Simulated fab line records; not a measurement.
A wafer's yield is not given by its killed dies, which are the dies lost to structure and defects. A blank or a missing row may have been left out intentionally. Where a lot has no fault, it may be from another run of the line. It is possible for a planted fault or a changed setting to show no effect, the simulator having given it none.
The tool behind it: which one? ; flow rit-cmos ; 14 lots (42 wafers sampled), 1 step of a 202-step route

== WHAT THE GAUGES SHOWED, per wafer ==
No reading from a measuring or inspecting step in the record can be judged against a usual standard deviation.

== WHAT TOOL EACH LOT RAN ON (gives the tool, then ch and the chambers of the sampled wafers, and finally the start) ==
lot;RIT_NRETRO_PEB_04
L803;litho-track-04 ch 0, day 2 18:49
L804;litho-track-04 ch 0, day 3 00:05
L805;litho-track-02 ch 0, day 3 02:15
L806;litho-track-02 ch 0, day 3 07:31
L808;litho-track-03 ch 0, day 3 20:01
L810;litho-track-04 ch 0, day 4 06:31
L813;litho-track-04 ch 0, day 4 22:14
L814;litho-track-02 ch 0, day 5 00:10
L815;litho-track-03 ch 0, day 5 05:10
L816;litho-track-02, day 5 11:23
L817;litho-track-03, day 5 18:07
L822;litho-track-03 ch 0, day 6 15:11
L823;litho-track-03 ch 0, day 6 21:38
L824;litho-track-02 ch 0, day 7 02:07
- RIT_NRETRO_PEB_04

== AS READ BY THE TOOLS THEMSELVES (means over the sampled wafers that have a number; for cases with no such wafer, the mark the record gives instead) ==
RIT_NRETRO_PEB_04. Usual: 44.9 Pa for exhaust-pa, sd 0.89.
lot;tool;exhaust-pa (Pa);flag
L803;litho-track-04;45.1;
L804;litho-track-04;45.2;
L805;litho-track-02;43.7;
L806;litho-track-02;45.5;
L808;litho-track-03;45.8;
L810;litho-track-04;45.1;
L813;litho-track-04;45.2;
L814;litho-track-02;44.7;
L815;litho-track-03;43.9;
L816;litho-track-02;-;OFF
L817;litho-track-03;-;OFF
L822;litho-track-03;44.9;
L823;litho-track-03;45.3;
L824;litho-track-02;45.7;

== THE ANSWER, worked out from the rows above alone ==
Rule: a lot is off if the mean of its wafers that have a number lies more than 3 standard deviations from the usual mean. Also off: a lot with no number at a reading for which 4 or more lots have one. Where the step has rows for the other lots, those lots are counted as sound. Order of review: gauges by route order, followed by the tools' own readings, for which a lot's mean as printed above is used. At the first step where some lot is off, the reading lying furthest off is the one used; lots without a number count as furthest.
Off at RIT_NRETRO_PEB_04 (exhaust-pa): L816, L817. Without a number there: L816, L817.
If a tool, at that step or one of the process steps before it, ran each lot that is off and ran no sound lot following the first of them, it fits. Of those tried, none fits.

== WHAT THE SIMULATOR PUT IN ==
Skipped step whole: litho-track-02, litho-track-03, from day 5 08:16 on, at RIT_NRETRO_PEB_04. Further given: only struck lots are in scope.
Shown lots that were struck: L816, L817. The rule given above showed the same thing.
